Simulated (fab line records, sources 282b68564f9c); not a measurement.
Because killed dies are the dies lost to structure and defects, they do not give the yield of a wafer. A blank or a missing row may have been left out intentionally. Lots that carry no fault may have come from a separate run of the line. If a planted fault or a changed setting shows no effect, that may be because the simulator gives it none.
fab line records ; flow ritCmos
record lots=6; wafers=18; lastDay=7
route steps=202 shown ACTIVE@17 FOX1@20 FOX2@23 NWELL@28 PWELL@39 WELLDRIVE@50 M1@202
lots untouched by any fault: they come from a run of this same line in which no faults occurred
startH: the number of hours between the record's first day and the start of the first shown wafer of the lot ; waitH: hours since the lot's step before ; " repeats the value in the row above ; L1.1+2: several wafers, shown together as one row ; - value missing, or start not given ; * or withheld: withheld ; < > ~ a bound
route shown NAME@n: a module of which the file shows steps, and the number in the route of the first ; usual: mean/standard deviation taken from wafers without a fault ; same: alike in all rows ; chamber/n: place in a boat ; sites: per-site readings ; _std_site: how widely they spread, as a standard deviation ; _edge_site: mean of outer sites minus mean of inner sites ; radiusMm: for every site, how far away it sits from the centre of the wafer ; mask NAME#n: copy n ; behind: the most recent tool/chamber to have shaped the wafer ; hold: the reason the lot was held/the length of the hold in hours/how it ended ; device: the transistor (n, p or np) that didn't switch ; end of line: at the end of the route, the tests of the same wafers ; a step with no rows: only its recipe ; killed: count of dies lost to structure and defects at first sort (not the wafer's yield) ; map: shows each die of a wafer: x if killed, . if not, _ if none is there
set.NAME: the run value of the setting; set.NAME@STEP: its run value at that earlier step ; model.NAME: the simulator's own value behind a step, which no gauge read
lots seen at some steps along the route; tables by step, rows by wafer
services: from which hour (startH, from the record's first day; less than 0 if before it) a tool's chamber was out of use, for how many hours, and why
## steps
# step RIT_ACTIVE_CLEAN_15
# recipe chemistry=SC1; mix=3:3:50; timeS=600; tempC=75
# step RIT_ACTIVE_CLEAN_16
# recipe chemistry=dHF; dilution=50:1; timeS=30
# step RIT_ACTIVE_CLEAN_17
# recipe chemistry=SC2; mix=3:3:50; timeS=600; tempC=75; dry=n2Spin
# step RIT_FOX1_OXIDATION_00
# recipe tempC=1100; ambient=H2O; targetThkA=3507; pH2oTorr=720; oxTimeS=1130
# step RIT_FOX1_THK_MEAS_01
# recipe reads=SiO2_of_FOX1_OXIDATION_00
# usual FOX1_OXIDE_THK=351/6.2
lot.wafer;tool;chamber;startH;waitH;FOX1_OXIDE_THK[nm]
L412.3;filmMetro-02;-;41.84;0.0;355
L412.5;filmMetro-02;-;41.84;0.0;348
L412.6;filmMetro-02;-;41.84;0.0;346
L416.2;filmMetro-02;-;62.40;0.0;344
L416.3;filmMetro-02;-;62.40;0.0;342
L416.5;filmMetro-02;-;62.40;0.0;342
L422.1;filmMetro-04;-;92.48;0.0;349
L422.2;filmMetro-04;-;92.48;0.0;350
L422.6;filmMetro-04;-;92.48;0.0;348
L423.2;filmMetro-04;-;98.53;0.0;352
L423.3;filmMetro-04;-;98.53;0.0;347
L423.5;filmMetro-04;-;98.53;0.0;350
L427.3;filmMetro-02;-;116.84;0.0;347
L427.4;filmMetro-02;-;116.84;0.0;341
L427.5;filmMetro-02;-;116.84;0.0;342
L429.2;filmMetro-04;-;128.30;0.0;350
L429.3;filmMetro-04;-;128.30;0.0;351
L429.5;filmMetro-04;-;128.30;0.0;349
# step RIT_FOX1_WET_ETCH_02
# recipe chemistry=BOE; targetDepthNm=350; timeS=390; tempC=21.5; dry=n2Spin; dilution=10:1; target=SiO2
# step RIT_FOX2_OXIDATION_00
# recipe tempC=1100; ambient=H2O; targetThkA=3507; pH2oTorr=720; oxTimeS=1130
# step RIT_FOX2_THK_MEAS_01
# recipe reads=SiO2_of_FOX2_OXIDATION_00
# usual FOX2_OXIDE_THK=350/6.2
lot.wafer;tool;chamber;startH;waitH;FOX2_OXIDE_THK[nm]
L412.3;filmMetro-01;-;43.39;0.0;348
L412.5;filmMetro-01;-;43.39;0.0;351
L412.6;filmMetro-01;-;43.39;0.0;348
L416.2;filmMetro-01;-;63.89;0.0;349
L416.3;filmMetro-01;-;63.89;0.0;355
L416.5;filmMetro-01;-;63.89;0.0;351
L422.1;filmMetro-01;-;93.97;0.0;350
L422.2;filmMetro-01;-;93.97;0.0;352
L422.6;filmMetro-01;-;93.97;0.0;350
L423.2;filmMetro-03;-;100.02;0.0;355
L423.3;filmMetro-03;-;100.02;0.0;347
L423.5;filmMetro-03;-;100.02;0.0;345
L427.3;filmMetro-03;-;118.34;0.0;341
L427.4;filmMetro-03;-;118.34;0.0;339
L427.5;filmMetro-03;-;118.34;0.0;341
L429.2;filmMetro-01;-;129.79;0.0;336
L429.3;filmMetro-01;-;129.79;0.0;340
L429.5;filmMetro-01;-;129.79;0.0;340
# step RIT_FOX2_CLEAN_02
# recipe chemistry=dHF; dilution=50:1; timeS=174
# step RIT_FOX2_WET_ETCH_03
# recipe chemistry=H3PO4; target=Si3N4; targetDepthNm=195; tempC=165; timeS=2700
# step RIT_FOX2_THK_MEAS_90
# recipe reads=SiO2_of_FOX2_OXIDATION_00
# usual FIELD_OXIDE_LEFT_1_THK=323/6.2
lot.wafer;tool;chamber;startH;waitH;FIELD_OXIDE_LEFT_1_THK[nm]
L412.3;filmMetro-02;-;44.26;0.0;321
L412.5;filmMetro-02;-;44.26;0.0;324
L412.6;filmMetro-02;-;44.26;0.0;321
L416.2;filmMetro-01;-;64.76;0.0;322
L416.3;filmMetro-01;-;64.76;0.0;328
L416.5;filmMetro-01;-;64.76;0.0;325
L422.1;filmMetro-01;-;94.84;0.0;323
L422.2;filmMetro-01;-;94.84;0.0;325
L422.6;filmMetro-01;-;94.84;0.0;323
L423.2;filmMetro-01;-;100.90;0.0;328
L423.3;filmMetro-01;-;100.90;0.0;320
L423.5;filmMetro-01;-;100.90;0.0;318
L427.3;filmMetro-01;-;119.29;0.0;314
L427.4;filmMetro-01;-;119.29;0.0;312
L427.5;filmMetro-01;-;119.29;0.0;315
L429.2;filmMetro-01;-;130.67;0.0;308
L429.3;filmMetro-01;-;130.67;0.0;312
L429.5;filmMetro-01;-;130.67;0.0;313
# step RIT_NWELL_HMDS_00
# recipe primeTimeS=60; primeTempC=140
# step RIT_NWELL_COAT_01
# recipe resist=NOVOLAK; spinRpm=2000; resistThkNm=1300
lot.wafer;tool;chamber;startH;waitH;model.NOVOLAK_of_NWELL_COAT_01.thkNm
L412.3;lithoTrack-03;0;44.50;0.1;1300
L412.5+6;lithoTrack-03;0;44.50;0.1;1297
L416.2;lithoTrack-04;0;64.99;0.1;1298
L416.3;lithoTrack-04;0;64.99;0.1;1299
L416.5;lithoTrack-04;0;64.99;0.1;1293
L422.1;lithoTrack-04;0;95.05;0.1;261.8
L422.2;lithoTrack-04;0;95.05;0.1;260.7
L422.6;lithoTrack-04;0;95.05;0.1;260.1
L423.2;lithoTrack-04;0;101.12;0.1;261.5
L423.3;lithoTrack-04;0;101.12;0.1;260.5
L423.5;lithoTrack-04;0;101.12;0.1;260.3
L427.3;lithoTrack-02;0;119.53;0.1;1299
L427.4;lithoTrack-02;0;119.53;0.1;1300
L427.5;lithoTrack-02;0;119.53;0.1;1295
L429.2+3+5;lithoTrack-03;0;130.89;0.1;1301
# step RIT_NWELL_SOFTBAKE_02
# recipe resist=NOVOLAK; tempC=90; timeS=60
# step RIT_NWELL_EXPOSE_03
# recipe maskId=M2; na=0.57; targetCdNm=43900; doseMj=250
# step RIT_NWELL_PEB_04
# recipe resist=NOVOLAK; tempC=withheld; timeS=withheld
# step RIT_NWELL_DEVELOP_05
# recipe resist=NOVOLAK; developTimeS=68; devTempC=23
# step RIT_NWELL_OVL_MEAS_06
# usual NWELL_OVL=0.9/1.2
lot.wafer;tool;chamber;startH;waitH;NWELL_OVL[nm]
L412.3;overlay-02;-;45.32;-;-0.6
L412.5;overlay-02;-;45.32;-;-0.5
L412.6;overlay-02;-;45.32;-;-1.3
L416.2;overlay-01;-;65.70;-;-1.7
L416.3;overlay-01;-;65.70;-;-0.1
L416.5;overlay-01;-;65.70;-;-0.6
L422.1;overlay-02;-;95.91;-;0.2
L422.2;overlay-02;-;95.91;-;-0.7
L422.6;overlay-02;-;95.91;-;-0.4
L423.2;overlay-01;-;101.96;-;1.1
L423.3;overlay-01;-;101.96;-;-0.9
L423.5;overlay-01;-;101.96;-;-0.1
L427.3;overlay-02;-;120.34;-;0.3
L427.4;overlay-02;-;120.34;-;-0.9
L427.5;overlay-02;-;120.34;-;0.5
L429.2;overlay-02;-;131.73;-;0.5
L429.3;overlay-02;-;131.73;-;3.3
L429.5;overlay-02;-;131.73;-;1.4
# step RIT_NWELL_HARDBAKE_07
# recipe resist=NOVOLAK; tempC=140; timeS=120
lot.wafer;tool;chamber;startH;waitH;model.NOVOLAK_of_NWELL_COAT_01.thkNm
L412.3;lithoTrack-02;0;45.43;0.1;1137
L412.5;lithoTrack-02;0;45.43;0.1;1135
L412.6;lithoTrack-02;0;45.43;0.1;1134
L416.2;lithoTrack-03;0;65.77;0.1;1135
L416.3;lithoTrack-03;0;65.77;0.1;1136
L416.5;lithoTrack-03;0;65.77;0.1;1131
L422.1;lithoTrack-04;0;95.95;0.0;235.8
L422.2;lithoTrack-04;0;95.95;0.0;234.9
L422.6;lithoTrack-04;0;95.95;0.0;234.3
L423.2;lithoTrack-02;0;102.03;0.1;235.6
L423.3;lithoTrack-02;0;102.03;0.1;234.7
L423.5;lithoTrack-02;0;102.03;0.1;234.5
L427.3;lithoTrack-04;0;120.45;0.1;1136
L427.4;lithoTrack-04;0;120.45;0.1;1137
L427.5;lithoTrack-04;0;120.45;0.1;1133
L429.2+3;lithoTrack-02;0;131.80;0.1;1138
L429.5;lithoTrack-02;0;131.80;0.1;1137
# step RIT_NWELL_IMPLANT_08
# recipe species=P; energyKev=170; doseCm2=4.926e+13; tiltDeg=7
# step RIT_NWELL_STRIP_09
# recipe chemistry=O2; timeS=180; resist=NOVOLAK; platenTempC=withheld; powerW=500; pressureMtorr=4000; o2FlowSccm=4000
# usual drypumpMotorCurrentA=5.7/0.61; rfReflPowerW=5.8/1.3
lot.wafer;tool;chamber;startH;waitH;drypumpMotorCurrentA;rfHoursCounterH;rfReflPowerW
L412.3;plasmaAsher-04;1;45.80;0.1;6.4;-;7.9
L412.5;plasmaAsher-04;1;45.80;0.1;6.4;-;7.8
L412.6;plasmaAsher-04;0;45.80;0.1;5.9;-;4.5
L416.2;plasmaAsher-02;0;66.13;0.1;5.1;28;5.5
L416.3;plasmaAsher-02;0;66.13;0.1;5.1;-;5.6
L416.5;plasmaAsher-02;1;66.13;0.1;4.9;-;5.5
L422.1;plasmaAsher-01;1;96.35;0.1;5.2;46;5.1
L422.2;plasmaAsher-01;0;96.35;0.1;6.4;46;6.4
L422.6;plasmaAsher-01;0;96.35;0.1;6.5;-;6.6
L423.2;plasmaAsher-04;1;102.39;0.1;6.4;43;8.2
L423.3;plasmaAsher-04;1;102.39;0.1;6.4;-;7.8
L423.5;plasmaAsher-04;0;102.39;0.1;5.9;-;4.2
L427.3;plasmaAsher-01;1;120.82;0.1;5.2;-;5.1
L427.4;plasmaAsher-01;0;120.82;0.1;6.4;-;6.7
L427.5;plasmaAsher-01;1;120.82;0.1;5.2;-;5.3
L429.2;plasmaAsher-01;0;132.16;0.1;6.4;2;6.3
L429.3;plasmaAsher-01;1;132.16;0.1;5.2;-;4.7
L429.5;plasmaAsher-01;0;132.16;0.1;6.4;-;6.5
# step RIT_NWELL_TW_MEAS_10
# usual NWELL_TW=2158/11
lot.wafer;tool;chamber;startH;waitH;NWELL_TW
L412.3;filmMetro-01;-;45.94;0.1;2155
L412.5;filmMetro-01;-;45.94;0.1;2164
L412.6;filmMetro-01;-;45.94;0.1;2155
L416.2;filmMetro-04;-;66.31;0.1;2129
L416.3;filmMetro-04;-;66.31;0.1;2133
L416.5;filmMetro-04;-;66.31;0.1;2149
L422.1;filmMetro-03;-;96.52;0.1;2156
L422.2;filmMetro-03;-;96.52;0.1;2153
L422.6;filmMetro-03;-;96.52;0.1;2154
L423.2;filmMetro-01;-;102.57;0.1;2177
L423.3;filmMetro-01;-;102.57;0.1;2164
L423.5;filmMetro-01;-;102.57;0.1;2162
L427.3;filmMetro-04;-;120.96;0.1;2155
L427.4;filmMetro-04;-;120.96;0.1;2154
L427.5;filmMetro-04;-;120.96;0.1;2155
L429.2;filmMetro-01;-;132.34;0.1;2176
L429.3;filmMetro-01;-;132.34;0.1;2174
L429.5;filmMetro-01;-;132.34;0.1;2165
# step RIT_PWELL_HMDS_00
# recipe primeTimeS=60; primeTempC=140
# step RIT_PWELL_COAT_01
# recipe resist=NOVOLAK; spinRpm=2000; resistThkNm=1300
# step RIT_PWELL_SOFTBAKE_02
# recipe resist=NOVOLAK; tempC=90; timeS=60
# step RIT_PWELL_EXPOSE_03
# recipe maskId=M3; na=0.57; targetCdNm=43700; doseMj=250
# step RIT_PWELL_PEB_04
# recipe resist=NOVOLAK; tempC=withheld; timeS=withheld
# step RIT_PWELL_DEVELOP_05
# recipe resist=NOVOLAK; developTimeS=68; devTempC=23
# step RIT_PWELL_OVL_MEAS_06
# usual PWELL_OVL=1.4/1.3
lot.wafer;tool;chamber;startH;waitH;PWELL_OVL[nm]
L412.3;overlay-01;-;47.00;-;2.0
L412.5;overlay-01;-;47.00;-;2.0
L412.6;overlay-01;-;47.00;-;0.8
L416.2;overlay-02;-;67.28;-;-1.2
L416.3;overlay-02;-;67.28;-;-1.2
L416.5;overlay-02;-;67.28;-;-0.2
L422.1;overlay-02;-;97.59;-;0.4
L422.2;overlay-02;-;97.59;-;0.6
L422.6;overlay-02;-;97.59;-;1.6
L423.2;overlay-02;-;103.53;-;2.5
L423.3;overlay-02;-;103.53;-;1.7
L423.5;overlay-02;-;103.53;-;0.2
L427.3;overlay-01;-;122.05;-;2.3
L427.4;overlay-01;-;122.05;-;-0.3
L427.5;overlay-01;-;122.05;-;0.9
L429.2;overlay-01;-;133.28;-;2.0
L429.3;overlay-01;-;133.28;-;3.1
L429.5;overlay-01;-;133.28;-;3.8
# step RIT_PWELL_HARDBAKE_07
# recipe resist=NOVOLAK; tempC=140; timeS=120
# step RIT_PWELL_IMPLANT_08
# recipe species=B; energyKev=167; doseCm2=7e+13; tiltDeg=7
# step RIT_PWELL_STRIP_09
# recipe chemistry=O2; timeS=180; resist=NOVOLAK; platenTempC=withheld; powerW=500; pressureMtorr=4000; o2FlowSccm=4000
# usual drypumpMotorCurrentA=5.6/0.52; rfReflPowerW=5.7/1.3
lot.wafer;tool;chamber;startH;waitH;drypumpMotorCurrentA;rfHoursCounterH;rfReflPowerW
L412.3;plasmaAsher-03;1;47.48;0.1;6.0;-;4.5
L412.5;plasmaAsher-03;1;47.48;0.1;6.1;-;4.5
L412.6;plasmaAsher-03;0;47.48;0.1;5.8;-;7.0
L416.2;plasmaAsher-03;1;67.71;0.1;6.0;44;4.1
L416.3;plasmaAsher-03;1;67.71;0.1;6.1;-;4.4
L416.5;plasmaAsher-03;0;67.71;0.1;5.8;-;7.2
L422.1;plasmaAsher-03;0;98.02;0.1;5.8;47;6.9
L422.2;plasmaAsher-03;1;98.02;0.1;6.1;47;4.5
L422.6;plasmaAsher-03;0;98.02;0.1;5.8;-;6.9
L423.2;plasmaAsher-02;0;103.96;0.1;5.1;32;5.3
L423.3;plasmaAsher-02;1;103.96;0.1;5.0;-;5.2
L423.5;plasmaAsher-02;1;103.96;0.1;4.9;-;5.1
L427.3;plasmaAsher-04;1;122.54;0.1;6.4;-;7.9
L427.4;plasmaAsher-04;0;122.54;0.1;5.9;-;3.9
L427.5;plasmaAsher-04;0;122.54;0.1;5.9;-;4.2
L429.2;plasmaAsher-02;1;133.71;0.1;4.9;35;5.4
L429.3;plasmaAsher-02;0;133.71;0.1;5.1;-;5.6
L429.5;plasmaAsher-02;0;133.71;0.1;5.1;-;5.6
# step RIT_PWELL_TW_MEAS_10
# usual PWELL_TW=961/4.9
lot.wafer;tool;chamber;startH;waitH;PWELL_TW
L412.3;filmMetro-04;-;47.62;0.1;960
L412.5;filmMetro-04;-;47.62;0.1;962
L412.6;filmMetro-04;-;47.62;0.1;959
L416.2;filmMetro-03;-;67.90;0.1;969
L416.3;filmMetro-03;-;67.90;0.1;969
L416.5;filmMetro-03;-;67.90;0.1;960
L422.1;filmMetro-03;-;98.20;0.1;2022
L422.2;filmMetro-03;-;98.20;0.1;2018
L422.6;filmMetro-03;-;98.20;0.1;2016
L423.2;filmMetro-01;-;104.14;0.1;2014
L423.3;filmMetro-01;-;104.14;0.1;2021
L423.5;filmMetro-01;-;104.14;0.1;2033
L427.3;filmMetro-04;-;122.67;0.1;960
L427.4;filmMetro-04;-;122.67;0.1;963
L427.5;filmMetro-04;-;122.67;0.1;958
L429.2;filmMetro-01;-;133.90;0.1;968
L429.3;filmMetro-01;-;133.90;0.1;969
L429.5;filmMetro-01;-;133.90;0.1;966
# step RIT_WELLDRIVE_ANNEAL_00
# recipe tempC=1100; timeS=14700; ambient=N2
# step RIT_M1_PROBE_99
# usual killed_at_M0_to_M3=0.0/0.12; killedAtFrontEnd=7/3; killedDies=7/3; killedOnRim=1.7/1.3; killedOpen=3.5/2; killedShort=3.4/2
# same grossDies=264; killed_at_M4_up=0; killedAtBackSide=0; killedAtContacts=0; killedAtOther=0
lot.wafer;tool;chamber;startH;waitH;killed_at_M0_to_M3;killedAtFrontEnd;killedDies;killedOnRim;killedOpen;killedShort;model.etest.pwellPinched.rsOhmSq;model.etest.nmos_0p3.rOnOhmUm;model.etest.nmosTurned.driveUaUm;model.etest.nmos_0p15.rOnOhmUm;model.etest.nmos_0p15.driveUaUm;model.etest.nmos_0p3.driveUaUm;model.etest.nmosNarrow.driveUaUm;model.etest.wellEdgeLeft.lineOhmUm
L412.3;prober-02;-;82.61;0.2;0;7;7;2;5;2;448.3;2144;355.7;1086;487.9;227.7;226.2;183.4
L412.5;prober-02;-;82.71;0.2;0;4;4;1;2;2;461.9;2131;341.2;1099;480.7;231.6;228.4;184
L412.6;prober-02;-;82.76;0.2;0;4;4;1;1;3;459.2;2152;355.9;1093;483;224.4;223.6;183.5
L416.2;prober-02;-;102.65;0.1;0;7;7;1;4;3;456;2136;336;1105;473.3;228.3;228.4;185.6
L416.3;prober-02;-;102.70;0.2;0;11;11;2;7;4;457;2186;330.1;1161;455.8;220.7;219.7;184.8
L416.5;prober-02;-;102.80;0.2;0;9;9;1;6;3;465;2154;339.4;1129;476.3;227.8;227.2;183.7
L422.1;prober-02;-;131.46;0.1;0;5;5;1;4;1;750.7;2018;402;1124;513.1;264;247.4;166.6
L422.2;prober-02;-;131.51;0.1;0;5;5;1;4;1;760;2010;399.3;1108;515.7;264.2;245.4;166.2
L422.6;prober-02;-;131.71;0.2;0;4;4;1;1;3;776.7;2040;404.3;1129;515;263.3;245.5;164.9
L423.2;prober-01;-;137.64;0.1;0;10;10;4;5;5;811.2;1929;429.5;1030;548.2;274.5;255.3;165.5
L423.3;prober-01;-;137.69;0.2;0;11;11;1;8;3;811.8;1947;425.5;1040;550.7;273.7;258;165.5
L423.5;prober-01;-;137.79;0.2;0;3;3;1;3;0;821.3;1963;410.3;1067;542.8;274;259.6;166.5
L427.3;prober-01;-;156.98;0.2;0;7;7;1;6;1;451.1;2149;344;1116;469.7;224.4;225.4;183.6
L427.4;prober-01;-;157.03;0.2;0;12;12;3;7;5;450.1;2130;346.3;1092;478.9;227;228.5;183.8
L427.5;prober-01;-;157.08;0.2;1;9;10;1;6;4;442.9;2070;346;1050;484.5;230.1;231.9;183.8
L429.2;prober-01;-;169.19;0.1;0;6;6;2;4;2;464.6;2177;340.7;1159;469.9;229.4;232.7;186.3
L429.3;prober-01;-;169.24;0.2;0;8;8;4;2;6;455.3;2136;339.4;1111;474;228;229.1;184.1
L429.5;prober-01;-;169.34;0.2;0;3;3;1;0;3;467.2;2177;337.2;1160;471.8;224.8;228.2;186.9
# killed by level:class
L412.3 GATE:geometricParticle:open=2 FOX1:geometricParticle:open=1 GATE:geometricParticle:short=1 REOX:geometricParticle:open=1 REOX:geometricParticle:short=1 SPACER:geometricParticle:open=1
L412.5 FOX2:geometricParticle:open=1 GATE:geometricParticle:open=1 GATE:geometricParticle:short=1 REOX:geometricParticle:short=1
L412.6 GATE:geometricParticle:short=2 ACTIVE:geometricParticle:open=1 SPACER:geometricParticle:short=1
L416.2 SILICIDE:geometricParticle:short=3 SPACER:geometricParticle:open=2 SILICIDE:geometricParticle:open=2
L416.3 SILICIDE:geometricParticle:open=3 GATE:geometricParticle:open=2 GATE:geometricParticle:short=2 REOX:geometricParticle:open=2 SILICIDE:geometricParticle:short=2
L416.5 GATE:geometricParticle:open=2 SPACER:geometricParticle:short=2 SILICIDE:geometricParticle:open=2 FOX1:geometricParticle:open=1 FOX2:geometricParticle:open=1 FOX2:geometricParticle:short=1
L422.1 GATE:geometricParticle:open=3 GATE:geometricParticle:short=1 SPACER:geometricParticle:open=1
L422.2 SPACER:geometricParticle:open=2 REOX:geometricParticle:open=1 GATE:geometricParticle:short=1 SILICIDE:geometricParticle:open=1
L422.6 FOX1:geometricParticle:short=1 FOX1:geometricParticle:open=1 GATE:geometricParticle:short=1 REOX:geometricParticle:short=1
L423.2 GATE:geometricParticle:short=4 GATE:geometricParticle:open=3 REOX:geometricParticle:open=1 SPACER:geometricParticle:open=1 SILICIDE:geometricParticle:short=1
L423.3 FOX1:geometricParticle:open=5 GATE:geometricParticle:open=2 FOX1:geometricParticle:short=1 GATE:geometricParticle:short=1 REOX:geometricParticle:open=1 SILICIDE:geometricParticle:short=1
L423.5 GATE:geometricParticle:open=2 SPACER:geometricParticle:open=1
L427.3 GATE:geometricParticle:open=3 FOX1:geometricParticle:open=1 REOX:geometricParticle:open=1 SILICIDE:geometricParticle:open=1 STARTING-WAFER:geometricParticle:short=1
L427.4 GATE:geometricParticle:open=5 GATE:geometricParticle:short=4 FOX1:geometricParticle:open=1 SILICIDE:geometricParticle:short=1 SILICIDE:geometricParticle:open=1
L427.5 FOX1:geometricParticle:open=2 GATE:geometricParticle:open=2 REOX:geometricParticle:open=2 FOX1:geometricParticle:short=1 GATE:geometricParticle:short=1 SPACER:geometricParticle:short=1 M1:geometricParticle:short=1
L429.2 SILICIDE:geometricParticle:open=2 FOX1:geometricParticle:open=1 FOX1:geometricParticle:short=1 GATE:geometricParticle:short=1 GATE:geometricParticle:open=1
L429.3 SPACER:geometricParticle:short=3 SILICIDE:geometricParticle:short=2 SILICIDE:geometricParticle:open=2 GATE:geometricParticle:short=1
L429.5 SILICIDE:geometricParticle:short=2 GATE:geometricParticle:short=1
## services
tool;chamber;startH;hours;kind
plasmaAsher-02;-;106.27;1.4;repair
plasmaAsher-01;-;108.75;9.0;pm
plasmaAsher-01;0;108.75;9.0;ventCycle
plasmaAsher-01;1;108.75;9.0;ventCycle
plasmaAsher-01;0;117.75;-;clean
plasmaAsher-01;1;117.75;-;clean
## key
firstSign step=RIT_PWELL_TW_MEAS_10; reading=PWELL_TW; direction=up; sigmas=99+; usual=961; struck=2021
effect none on later readings
modelEffect step=RIT_NWELL_COAT_01; value=NOVOLAK_of_NWELL_COAT_01.thkNm; without=1304; struck=260.8
modelEffect step=RIT_NWELL_HARDBAKE_07; value=NOVOLAK_of_NWELL_COAT_01.thkNm; without=1140; struck=235
modelEffect step=RIT_M1_PROBE_99; value=etest.pwellPinched.rsOhmSq; without=467; struck=788.6
metAt RIT_NWELL_COAT_01
struckWafers L422.1,L422.2,L422.6,L423.2,L423.3,L423.5
testerLeftOut L422,L423
onsetBetween 64.99 95.05
fault kind=processParameterDrift; tool=lithoTrack-04; chamber=-; onsetH=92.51; steps=RIT_NWELL_COAT_01; channel=resistThkNm; offset=-1040; shape=step; endH=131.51; actsIn=theseRecipesOnly; stated=1300
# testerLeftOut: of these lots the tester's yield and bins aren't shown, on N5 and GAA mostly nor the transistor test; their killed dies are dies lost to structure and defects alone, not to doping, threshold or leakage, so they don't give the yield
